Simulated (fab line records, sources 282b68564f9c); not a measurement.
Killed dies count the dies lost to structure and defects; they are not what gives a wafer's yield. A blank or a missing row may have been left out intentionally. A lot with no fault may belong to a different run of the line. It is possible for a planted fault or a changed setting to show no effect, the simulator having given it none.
fab line records ; flow rit_cmos
record lots=7; wafers=21; last_day=7
route steps=202 shown ACTIVE@1 FOX1@20 FOX2@23 M1@202
lots that met no fault: from a run of the same line without faults
start_h: hours from the record's opening day to when the first of the lot's shown wafers began ; wait_h: time in hours since the lot's previous step ; " same as the row above ; L1.1+2: several wafers, shown together as one row ; - no value, or no start given ; * or withheld: withheld ; < > ~ a bound
route shown NAME@n: a module of which the file shows steps, and the number in the route of the first ; usual: mean/standard deviation taken from wafers without a fault ; same: alike in all rows ; chamber/n: place in a boat ; sites: each site's reading ; _std_site: how widely they spread, as a standard deviation ; _edge_site: outer sites' mean less inner sites' ; radius_mm: for every site, how far away it sits from the centre of the wafer ; mask NAME#n: copy n ; behind: the tool/chamber that last shaped the wafer ; hold: what put the lot on hold/how long, in hours/how the hold closed ; device: names the non-switching transistor (n, p or np) ; end of line: tests run on the same wafers once the route is complete ; a step with no rows: only its recipe ; killed: not the wafer's yield, but the dies lost to structure and defects at the first sort ; map: shows each die of a wafer: x if killed, . if not, _ if none is there
set.NAME: the run value of the setting; set.NAME@STEP: its run value at that earlier step ; model.NAME: the simulator's own value behind a step, which no gauge read
lots at selected steps of the route; one table per step, one row per wafer
services: when a tool's chamber went out of use (start_h, in hours from the record's first day, below 0 if earlier), for how many hours, and the reason
## steps
# step RIT_ACTIVE_BOW_MEAS_00
# recipe mode=bow
# usual INCOMING_BOW=0/6.4
lot.wafer;tool;chamber;start_h;wait_h;INCOMING_BOW[um]
L808.1;film_metro-01;-;10.00;-;0
L808.3;film_metro-01;-;10.00;-;4
L808.6;film_metro-01;-;10.00;-;-1
L813.3;film_metro-03;-;35.04;-;7
L813.4;film_metro-03;-;35.04;-;-1
L813.6;film_metro-03;-;35.04;-;8
L814.1;film_metro-01;-;40.00;-;1
L814.4;film_metro-01;-;40.00;-;8
L814.6;film_metro-01;-;40.00;-;-1
L815.1;film_metro-03;-;45.00;-;-10
L815.3;film_metro-03;-;45.00;-;-6
L815.4;film_metro-03;-;45.00;-;7
L816.2;film_metro-01;-;50.02;-;-4
L816.3;film_metro-01;-;50.02;-;7
L816.5;film_metro-01;-;50.02;-;-7
L826.2;film_metro-02;-;100.02;-;4
L826.4;film_metro-02;-;100.02;-;8
L826.5;film_metro-02;-;100.02;-;-10
L829.3;film_metro-02;-;115.04;-;9
L829.5;film_metro-02;-;115.04;-;1
L829.6;film_metro-02;-;115.04;-;2
# step RIT_ACTIVE_OXIDATION_01
# recipe temp_c=1000; ambient=O2; target_thk_a=468; ox_time_s=3360
# usual spike_tc_load_C=1029.5/2.1
lot.wafer;tool;chamber;start_h;wait_h;spike_tc_load_C
L808.1;furnace-04;0;10.12;0.1;1032.2
L808.3;furnace-04;0;10.12;0.1;1029.2
L808.6;furnace-04;0;10.12;0.1;1029.8
L813.3;furnace-04;0;37.14;2.1;1031.1
L813.4;furnace-04;0;37.14;2.1;1029.7
L813.6;furnace-04;0;37.14;2.1;1030.1
L813.3;furnace-04;0;40.39;1.3;1033.3
L813.4;furnace-04;0;40.39;1.3;1032.4
L813.6;furnace-04;0;40.39;1.3;1032.6
L814.1;furnace-01;0;41.43;1.4;1027.1
L814.4;furnace-01;0;41.43;1.4;1027.0
L814.6;furnace-01;0;41.43;1.4;1025.4
L814.1;furnace-01;0;45.91;2.5;1028.0
L814.4;furnace-01;0;45.91;2.5;1026.0
L814.6;furnace-01;0;45.91;2.5;1025.5
L815.1;furnace-01;0;47.47;2.5;1027.7
L815.3;furnace-01;0;47.47;2.5;1026.7
L815.4;furnace-01;0;47.47;2.5;1026.8
L815.1;furnace-01;0;50.97;1.6;1025.8
L815.3;furnace-01;0;50.97;1.6;1025.8
L815.4;furnace-01;0;50.97;1.6;1026.2
L816.2;furnace-01;0;50.97;0.9;1028.0
L816.3;furnace-01;0;50.97;0.9;1027.5
L816.5;furnace-01;0;50.97;0.9;1027.1
L826.2;furnace-01;0;100.19;0.1;1027.2
L826.4;furnace-01;0;100.19;0.1;1026.0
L826.5;furnace-01;0;100.19;0.1;1026.9
L829.3;furnace-01;0;115.12;0.1;1025.6
L829.5;furnace-01;0;115.12;0.1;1027.8
L829.6;furnace-01;0;115.12;0.1;1026.5
# step RIT_ACTIVE_THK_MEAS_02
# recipe reads=SiO2_of_ACTIVE_OXIDATION_01
# usual ACTIVE_OXIDE_THK=46.8/0.71
lot.wafer;tool;chamber;start_h;wait_h;ACTIVE_OXIDE_THK[nm]
L808.1;film_metro-03;-;12.05;0.0;46.9
L808.3;film_metro-03;-;12.05;0.0;46.6
L808.6;film_metro-03;-;12.05;0.0;46.4
L813.3;film_metro-03;-;42.34;0.0;72.9
L813.4;film_metro-03;-;42.34;0.0;74.5
L813.6;film_metro-03;-;42.34;0.0;74.3
L814.1;film_metro-01;-;47.84;0.0;75.5
L814.4;film_metro-01;-;47.84;0.0;73.8
L814.6;film_metro-01;-;47.84;0.0;74.8
L816.2;film_metro-03;-;52.91;0.0;46.8
L816.3;film_metro-03;-;52.91;0.0;46.6
L816.5;film_metro-03;-;52.91;0.0;46.4
L815.1;film_metro-03;-;52.96;0.1;74.1
L815.3;film_metro-03;-;52.96;0.1;75.1
L815.4;film_metro-03;-;52.96;0.1;76.0
L826.2;film_metro-03;-;102.13;0.0;47.6
L826.4;film_metro-03;-;102.13;0.0;48.6
L826.5;film_metro-03;-;102.13;0.0;47.6
L829.3;film_metro-03;-;117.07;0.0;48.0
L829.5;film_metro-03;-;117.07;0.0;46.8
L829.6;film_metro-03;-;117.07;0.0;47.7
# step RIT_ACTIVE_CVD_03
# recipe material=Si3N4; target_thk_nm=150; temp_c=810; precursor=SiH2Cl2/NH3; time_s=1500; pressure_mtorr=300; sih2cl2_flow_sccm=60; nh3_flow_sccm=150
# step RIT_ACTIVE_THK_MEAS_04
# recipe reads=Si3N4_of_ACTIVE_CVD_03
# usual ACTIVE_NITRIDE_THK=149.8/1.2
lot.wafer;tool;chamber;start_h;wait_h;ACTIVE_NITRIDE_THK[nm]
L808.1;film_metro-01;-;13.53;0.0;147.8
L808.3;film_metro-01;-;13.53;0.0;149.2
L808.6;film_metro-01;-;13.53;0.0;148.1
L813.3;film_metro-02;-;43.82;0.0;150.6
L813.4;film_metro-02;-;43.82;0.0;149.5
L813.6;film_metro-02;-;43.82;0.0;150.6
L814.1;film_metro-02;-;49.32;0.0;150.1
L814.4;film_metro-02;-;49.32;0.0;149.7
L814.6;film_metro-02;-;49.32;0.0;149.1
L816.2;film_metro-01;-;54.39;0.0;148.8
L816.3;film_metro-01;-;54.39;0.0;150.1
L816.5;film_metro-01;-;54.39;0.0;150.8
L815.1;film_metro-02;-;55.80;0.0;150.7
L815.3;film_metro-02;-;55.80;0.0;151.2
L815.4;film_metro-02;-;55.80;0.0;151.2
L826.2;film_metro-02;-;103.61;0.0;150.3
L826.4;film_metro-02;-;103.61;0.0;150.9
L826.5;film_metro-02;-;103.61;0.0;149.9
L829.3;film_metro-01;-;118.55;0.0;149.4
L829.5;film_metro-01;-;118.55;0.0;149.7
L829.6;film_metro-01;-;118.55;0.0;149.6
# step RIT_ACTIVE_HMDS_05
# recipe prime_time_s=60; prime_temp_c=140
# step RIT_ACTIVE_COAT_06
# recipe resist=NOVOLAK; spin_rpm=3250; resist_thk_nm=1000
# step RIT_ACTIVE_SOFTBAKE_07
# recipe resist=NOVOLAK; temp_c=90; time_s=60
# step RIT_ACTIVE_EXPOSE_08
# recipe mask_id=M1; na=0.6; source_shape=conventional; sigma_outer=0.6; target_cd_nm=1400; dose_mj=225
# step RIT_ACTIVE_PEB_09
# recipe resist=NOVOLAK; temp_c=withheld; time_s=withheld
# step RIT_ACTIVE_DEVELOP_10
# recipe resist=NOVOLAK; develop_time_s=50; dev_temp_c=23
# step RIT_ACTIVE_CD_MEAS_11
# recipe target_cd_nm=1400
# usual cd_nm=1400.1/2.6
lot.wafer;tool;chamber;start_h;wait_h;cd_nm
L808.1;cd_sem-01;-;14.56;-;1401.3
L808.3;cd_sem-01;-;14.56;-;1402.4
L808.6;cd_sem-01;-;14.56;-;1401.7
L813.3;cd_sem-02;-;45.22;-;1403.5
L813.4;cd_sem-02;-;45.22;-;1401.0
L813.6;cd_sem-02;-;45.22;-;1401.9
L814.1;cd_sem-01;-;50.69;-;1397.6
L814.4;cd_sem-01;-;50.69;-;1401.6
L814.6;cd_sem-01;-;50.69;-;1400.4
L816.2;cd_sem-01;-;55.31;-;1398.2
L816.3;cd_sem-01;-;55.31;-;1395.9
L816.5;cd_sem-01;-;55.31;-;1398.6
L815.1;cd_sem-02;-;57.11;-;1402.9
L815.3;cd_sem-02;-;57.11;-;1403.9
L815.4;cd_sem-02;-;57.11;-;1401.9
L826.2;cd_sem-01;-;104.65;-;1401.4
L826.4;cd_sem-01;-;104.65;-;1402.0
L826.5;cd_sem-01;-;104.65;-;1399.9
L829.3;cd_sem-01;-;119.60;-;1398.3
L829.5;cd_sem-01;-;119.60;-;1397.5
L829.6;cd_sem-01;-;119.60;-;1398.2
# step RIT_ACTIVE_HARDBAKE_12
# recipe resist=NOVOLAK; temp_c=140; time_s=60
# step RIT_ACTIVE_ETCH_13
# recipe stop_on=SiO2; chemistry=SF6; target=Si3N4; time_s=210; over_etch_frac=0.4; SF6_flow_sccm=200; pressure_mtorr=260; rf_w=125; target_depth_a=2100
# usual drypump_motor_current_A=5.8/0.52; oes_product_au=0.821/0.014; throttle_valve_pct=7.48/0.098
lot.wafer;tool;chamber;start_h;wait_h;drypump_motor_current_A;oes_product_au;rf_hours_counter_h;throttle_valve_pct;model.SiO2_of_ACTIVE_OXIDATION_01.thk_nm
L808.1;rie_diel-02;0;14.83;0.1;5.0;0.812;134;7.39;46.95
L808.3;rie_diel-02;1;14.83;0.1;5.7;0.831;3;7.50;46.22
L808.6;rie_diel-02;3;14.83;0.1;6.5;0.815;-;7.47;45.49
L813.3;rie_diel-02;1;45.50;0.1;5.7;0.844;3;7.52;72.43
L813.4;rie_diel-02;3;45.50;0.1;6.5;0.812;6;7.46;73.6
L813.6;rie_diel-02;3;45.50;0.1;6.5;0.825;-;7.47;73.33
L814.1;rie_diel-01;2;51.09;0.1;6.6;0.827;138;7.61;74.36
L814.4;rie_diel-01;3;51.09;0.1;4.9;0.829;124;7.53;72.02
L814.6;rie_diel-01;2;51.09;0.1;6.6;0.817;-;7.62;73.66
L816.2;rie_diel-01;3;55.56;0.1;5.0;0.827;124;7.54;44.97
L816.3;rie_diel-01;0;55.56;0.1;6.1;0.842;114;7.45;46.57
L816.5;rie_diel-01;0;55.56;0.1;6.1;0.843;-;7.45;46.39
L815.1;rie_diel-04;2;57.40;0.1;5.5;0.806;6;7.38;72.26
L815.3;rie_diel-04;1;57.40;0.1;5.9;0.805;4;7.44;75.1
L815.4;rie_diel-04;0;57.40;0.1;5.6;0.830;12;7.66;75.96
L826.2;rie_diel-01;3;104.90;0.1;5.0;0.833;125;7.53;45.86
L826.4;rie_diel-01;0;104.90;0.1;6.1;0.842;115;7.45;48.53
L826.5;rie_diel-01;3;104.90;0.1;5.0;0.834;-;7.53;45.88
L829.3;rie_diel-01;1;119.83;0.1;5.6;0.815;15;7.54;48
L829.5;rie_diel-01;0;119.83;0.1;6.0;0.845;-;7.45;46.81
L829.6;rie_diel-01;3;119.83;0.1;5.0;0.817;-;7.54;46.05
# step RIT_ACTIVE_STRIP_14
# recipe chemistry=O2; time_s=180; resist=NOVOLAK; platen_temp_c=withheld; power_w=500; pressure_mtorr=4000; o2_flow_sccm=4000
# usual drypump_motor_current_A=5.6/0.47
lot.wafer;tool;chamber;start_h;wait_h;drypump_motor_current_A;rf_hours_counter_h
L808.1;plasma_asher-04;0;14.97;0.1;5.3;36
L808.3;plasma_asher-04;0;14.97;0.1;5.3;-
L808.6;plasma_asher-04;0;14.97;0.1;5.3;-
L813.3;plasma_asher-01;1;45.69;0.1;4.7;-
L813.4;plasma_asher-01;0;45.69;0.1;5.8;-
L813.6;plasma_asher-01;0;45.69;0.1;5.8;-
L814.1;plasma_asher-03;1;51.27;0.1;6.0;42
L814.4;plasma_asher-03;1;51.27;0.1;6.0;-
L814.6;plasma_asher-03;1;51.27;0.1;6.1;-
L816.2;plasma_asher-03;0;55.69;0.1;5.3;43
L816.3;plasma_asher-03;1;55.69;0.1;6.0;-
L816.5;plasma_asher-03;1;55.69;0.1;6.0;-
L815.1;plasma_asher-04;1;57.53;0.1;6.1;40
L815.3;plasma_asher-04;0;57.53;0.1;5.3;-
L815.4;plasma_asher-04;1;57.53;0.1;6.1;-
L826.2;plasma_asher-01;0;105.04;0.1;5.8;43
L826.4;plasma_asher-01;1;105.04;0.1;4.8;-
L826.5;plasma_asher-01;1;105.04;0.1;4.8;-
L829.3;plasma_asher-01;0;120.03;0.1;5.8;-
L829.5;plasma_asher-01;1;120.03;0.1;4.8;-
L829.6;plasma_asher-01;0;120.03;0.1;5.8;-
# step RIT_ACTIVE_CD_MEAS_90
# recipe target_cd_nm=1400
# usual cd_nm=1400.1/2.6
lot.wafer;tool;chamber;start_h;wait_h;cd_nm
L808.1;cd_sem-02;-;15.14;0.1;1401.7
L808.3;cd_sem-02;-;15.14;0.1;1402.3
L808.6;cd_sem-02;-;15.14;0.1;1401.5
L813.3;cd_sem-02;-;45.84;0.1;1403.4
L813.4;cd_sem-02;-;45.84;0.1;1401.4
L813.6;cd_sem-02;-;45.84;0.1;1402.1
L814.1;cd_sem-01;-;51.56;0.2;1397.5
L814.4;cd_sem-01;-;51.56;0.2;1401.4
L814.6;cd_sem-01;-;51.56;0.2;1399.7
L816.2;cd_sem-02;-;55.89;0.1;1398.4
L816.3;cd_sem-02;-;55.89;0.1;1396.1
L816.5;cd_sem-02;-;55.89;0.1;1398.7
L815.1;cd_sem-02;-;57.71;0.1;1402.8
L815.3;cd_sem-02;-;57.71;0.1;1403.8
L815.4;cd_sem-02;-;57.71;0.1;1402.3
L826.2;cd_sem-01;-;105.23;0.1;1401.6
L826.4;cd_sem-01;-;105.23;0.1;1402.3
L826.5;cd_sem-01;-;105.23;0.1;1399.8
L829.3;cd_sem-01;-;120.18;0.1;1397.8
L829.5;cd_sem-01;-;120.18;0.1;1397.5
L829.6;cd_sem-01;-;120.18;0.1;1397.8
# step RIT_ACTIVE_CLEAN_15
# recipe chemistry=SC1; mix=3:3:50; time_s=600; temp_c=75
# step RIT_ACTIVE_CLEAN_16
# recipe chemistry=dHF; dilution=50:1; time_s=30
# step RIT_ACTIVE_CLEAN_17
# recipe chemistry=SC2; mix=3:3:50; time_s=600; temp_c=75; dry=n2_spin
# step RIT_FOX1_OXIDATION_00
# recipe temp_c=1100; ambient=H2O; target_thk_a=3507; p_h2o_torr=720; ox_time_s=1130
# step RIT_FOX1_THK_MEAS_01
# recipe reads=SiO2_of_FOX1_OXIDATION_00
# usual FOX1_OXIDE_THK=351/6.3
lot.wafer;tool;chamber;start_h;wait_h;FOX1_OXIDE_THK[nm]
L808.1;film_metro-03;-;18.57;0.0;354
L808.3;film_metro-03;-;18.57;0.0;350
L808.6;film_metro-03;-;18.57;0.0;352
L813.3;film_metro-03;-;51.05;0.1;352
L813.4;film_metro-03;-;51.05;0.1;360
L813.6;film_metro-03;-;51.05;0.1;359
L814.1;film_metro-04;-;54.22;0.0;368
L814.4;film_metro-04;-;54.22;0.0;358
L814.6;film_metro-04;-;54.22;0.0;360
L816.2;film_metro-04;-;59.16;0.0;362
L816.3;film_metro-04;-;59.16;0.0;355
L816.5;film_metro-04;-;59.16;0.0;354
L815.1;film_metro-04;-;60.47;0.0;355
L815.3;film_metro-04;-;60.47;0.0;360
L815.4;film_metro-04;-;60.47;0.0;363
L826.2;film_metro-01;-;109.64;0.0;346
L826.4;film_metro-01;-;109.64;0.0;351
L826.5;film_metro-01;-;109.64;0.0;339
L829.3;film_metro-01;-;122.79;0.0;344
L829.5;film_metro-01;-;122.79;0.0;343
L829.6;film_metro-01;-;122.79;0.0;350
# step RIT_FOX1_WET_ETCH_02
# recipe chemistry=BOE; target_depth_nm=350; time_s=390; temp_c=21.5; dry=n2_spin; dilution=10:1; target=SiO2
# step RIT_FOX2_OXIDATION_00
# recipe temp_c=1100; ambient=H2O; target_thk_a=3507; p_h2o_torr=720; ox_time_s=1130
# step RIT_FOX2_THK_MEAS_01
# recipe reads=SiO2_of_FOX2_OXIDATION_00
# usual FOX2_OXIDE_THK=351/6.4
lot.wafer;tool;chamber;start_h;wait_h;FOX2_OXIDE_THK[nm]
L808.1;film_metro-03;-;20.14;0.0;356
L808.3;film_metro-03;-;20.14;0.0;352
L808.6;film_metro-03;-;20.14;0.0;352
L813.3;film_metro-04;-;54.24;0.0;350
L813.4;film_metro-04;-;54.24;0.0;362
L813.6;film_metro-04;-;54.24;0.0;351
L814.1;film_metro-03;-;55.91;0.0;348
L814.4;film_metro-03;-;55.91;0.0;356
L814.6;film_metro-03;-;55.91;0.0;347
L816.2;film_metro-04;-;61.55;0.0;354
L816.3;film_metro-04;-;61.55;0.0;359
L816.5;film_metro-04;-;61.55;0.0;358
L815.1;film_metro-04;-;62.86;0.0;349
L815.3;film_metro-04;-;62.86;0.0;355
L815.4;film_metro-04;-;62.86;0.0;354
L826.2;film_metro-04;-;111.19;0.0;358
L826.4;film_metro-04;-;111.19;0.0;364
L826.5;film_metro-04;-;111.19;0.0;362
L829.3;film_metro-04;-;124.42;0.0;350
L829.5;film_metro-04;-;124.42;0.0;353
L829.6;film_metro-04;-;124.42;0.0;351
# step RIT_FOX2_CLEAN_02
# recipe chemistry=dHF; dilution=50:1; time_s=180
# step RIT_FOX2_WET_ETCH_03
# recipe chemistry=H3PO4; target=Si3N4; target_depth_nm=195; temp_c=165; time_s=2700
# usual temp_c=165.01/0.16
lot.wafer;tool;chamber;start_h;wait_h;temp_c;model.SiO2_of_ACTIVE_OXIDATION_01.thk_nm
L808.1;wet_bench-01;2;20.26;0.0;165.12;41.74
L808.3;wet_bench-01;2;20.26;0.0;164.93;41.11
L808.6;wet_bench-01;2;20.26;0.0;165.29;40.46
L813.3;wet_bench-01;0;55.19;0.7;165.07;64.46
L813.4;wet_bench-01;0;55.19;0.7;164.81;65.49
L813.6;wet_bench-01;0;55.19;0.7;164.68;65.3
L814.1;wet_bench-04;3;56.78;0.7;164.69;65.96
L814.4;wet_bench-04;3;56.78;0.7;165.10;63.88
L814.6;wet_bench-04;3;56.78;0.7;164.79;65.42
L816.2;wet_bench-02;3;61.66;0.0;164.85;40.1
L816.3;wet_bench-02;3;61.66;0.0;164.95;41.55
L816.5;wet_bench-02;3;61.66;0.0;165.10;41.35
L815.1;wet_bench-04;0;62.98;0.0;165.06;64.08
L815.3;wet_bench-04;0;62.98;0.0;164.97;66.59
L815.4;wet_bench-04;0;62.98;0.0;164.81;67.39
L826.2;wet_bench-01;1;111.30;0.0;164.68;40.74
L826.4;wet_bench-01;1;111.30;0.0;164.71;43.08
L826.5;wet_bench-01;1;111.30;0.0;165.06;40.76
L829.3;wet_bench-01;3;124.51;0.0;165.11;42.6
L829.5;wet_bench-01;3;124.51;0.0;165.19;41.55
L829.6;wet_bench-01;3;124.51;0.0;165.12;40.87
# step RIT_FOX2_THK_MEAS_90
# recipe reads=SiO2_of_FOX2_OXIDATION_00
# usual FIELD_OXIDE_LEFT_1_THK=324/6.3
lot.wafer;tool;chamber;start_h;wait_h;FIELD_OXIDE_LEFT_1_THK[nm]
L808.1;film_metro-04;-;21.01;0.0;329
L808.3;film_metro-04;-;21.01;0.0;325
L808.6;film_metro-04;-;21.01;0.0;325
L813.3;film_metro-02;-;55.99;0.0;323
L813.4;film_metro-02;-;55.99;0.0;334
L813.6;film_metro-02;-;55.99;0.0;324
L814.1;film_metro-04;-;57.54;0.0;320
L814.4;film_metro-04;-;57.54;0.0;328
L814.6;film_metro-04;-;57.54;0.0;319
L816.2;film_metro-03;-;62.43;0.0;327
L816.3;film_metro-03;-;62.43;0.0;333
L816.5;film_metro-03;-;62.43;0.0;331
L815.1;film_metro-03;-;63.73;0.0;322
L815.3;film_metro-03;-;63.73;0.0;327
L815.4;film_metro-03;-;63.73;0.0;326
L826.2;film_metro-02;-;112.22;0.0;331
L826.4;film_metro-02;-;112.22;0.0;336
L826.5;film_metro-02;-;112.22;0.0;335
L829.3;film_metro-04;-;125.29;0.0;322
L829.5;film_metro-04;-;125.29;0.0;325
L829.6;film_metro-04;-;125.29;0.0;323
# step RIT_M1_PROBE_99
# usual killed_at_contacts=0.1/0.3; killed_at_front_end=7/3.3; killed_dies=7/3.3; killed_open=3.8/2.3; killed_short=3.5/2.1
# same gross_dies=264; killed_at_M0_to_M3=0; killed_at_M4_up=0; killed_at_back_side=0; killed_at_other=0
lot.wafer;tool;chamber;start_h;wait_h;killed_at_contacts;killed_at_front_end;killed_dies;killed_open;killed_short
L808.1;prober-01;-;62.19;0.1;0;12;12;6;6
L808.3;prober-01;-;62.29;0.2;1;7;8;4;3
L808.6;prober-01;-;62.44;0.2;0;7;7;2;5
L813.3;prober-01;-;95.52;0.2;0;1;1;1;0
L813.4;prober-01;-;95.57;0.2;0;5;5;4;1
L813.6;prober-01;-;95.67;0.2;0;3;3;2;1
L814.1;prober-01;-;99.73;0.1;0;3;3;1;2
L814.4;prober-01;-;99.88;0.2;0;1;1;0;1
L814.6;prober-01;-;99.98;0.2;0;3;3;2;1
L815.1;prober-01;-;105.51;0.1;1;3;4;2;2
L815.3;prober-01;-;105.61;0.2;0;1;1;1;0
L815.4;prober-01;-;105.66;0.2;0;4;4;2;2
L829.3;prober-02;-;164.85;0.2;0;4;4;2;2
L829.5;prober-02;-;164.95;0.2;0;6;6;3;3
L829.6;prober-02;-;165.00;0.2;0;5;5;1;4
# killed by level:class
L808.1 GATE:geometric_particle:open=3 FOX1:geometric_particle:short=2 GATE:geometric_particle:short=2 FOX1:geometric_particle:open=1 FOX2:geometric_particle:open=1 FOX2:geometric_particle:short=1 REOX:geometric_particle:open=1 SILICIDE:geometric_particle:short=1
L808.3 GATE:geometric_particle:short=3 GATE:geometric_particle:open=2 REOX:geometric_particle:open=1 SILICIDE:geometric_particle:open=1 CONTACT:coat_microbubble_printed=1
L808.6 GATE:geometric_particle:short=4 GATE:geometric_particle:open=1 REOX:geometric_particle:short=1 REOX:geometric_particle:open=1
L813.3 FOX2:geometric_particle:open=1
L813.4 GATE:geometric_particle:open=3 FOX1:geometric_particle:open=1 GATE:geometric_particle:short=1
L813.6 GATE:geometric_particle:open=2 GATE:geometric_particle:short=1
L814.1 GATE:geometric_particle:open=1 GATE:geometric_particle:short=1 SILICIDE:geometric_particle:short=1
L814.4 FOX2:geometric_particle:short=1
L814.6 FOX2:geometric_particle:open=2 FOX2:geometric_particle:short=1
L815.1 GATE:geometric_particle:short=1 SILICIDE:geometric_particle:short=1 SILICIDE:geometric_particle:open=1 CONTACT:geometric_particle:open=1
L815.3 SILICIDE:geometric_particle:open=1
L815.4 FOX1:geometric_particle:short=1 SPACER:geometric_particle:open=1 SPACER:geometric_particle:short=1 SILICIDE:geometric_particle:open=1
L829.3 FOX1:geometric_particle:open=1 REOX:geometric_particle:short=1 SPACER:geometric_particle:short=1 SPACER:geometric_particle:open=1
L829.5 GATE:geometric_particle:open=2 FOX2:geometric_particle:short=1 GATE:geometric_particle:short=1 REOX:geometric_particle:short=1 SPACER:geometric_particle:open=1
L829.6 FOX1:geometric_particle:short=2 SPACER:geometric_particle:short=2 GATE:geometric_particle:open=1
## services
tool;chamber;start_h;hours;kind
plasma_asher-01;-;14.56;3.2;repair
rie_diel-01;2;37.82;1.4;repair
rie_diel-02;3;47.18;3.2;repair
rie_diel-04;3;86.84;2.3;repair
plasma_asher-03;-;86.96;2.8;repair
plasma_asher-03;-;108.75;9.0;pm
plasma_asher-03;0;108.75;9.0;vent_cycle
plasma_asher-03;1;108.75;9.0;vent_cycle
plasma_asher-03;0;117.75;-;clean
plasma_asher-03;1;117.75;-;clean
## key
first_sign step=RIT_ACTIVE_OXIDATION_01; reading=visit; direction=added
effect step=RIT_ACTIVE_THK_MEAS_02; reading=ACTIVE_OXIDE_THK; direction=up; sigmas=39; usual=46.8; struck=74.5
model_effect step=RIT_ACTIVE_ETCH_13; value=SiO2_of_ACTIVE_OXIDATION_01.thk_nm; without=45.71; struck=73.1
model_effect step=RIT_FOX2_WET_ETCH_03; value=SiO2_of_ACTIVE_OXIDATION_01.thk_nm; without=40.75; struck=65.4
met_at RIT_ACTIVE_OXIDATION_01
struck_wafers L813.3,L813.4,L813.6,L814.1,L814.4,L814.6,L815.1,L815.3,L815.4
tester_left_out L813,L814,L815
fault kind=repeated_step_whole; tool=furnace-01,furnace-03,furnace-04; chamber=-; onset_h=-; steps=RIT_ACTIVE_OXIDATION_01; times=1; scope=struck_lots_only
# tester_left_out: of these lots the tester's yield and bins aren't shown, on N5 and GAA mostly nor the transistor test; their killed dies are dies lost to structure and defects alone, not to doping, threshold or leakage, so they don't give the yield
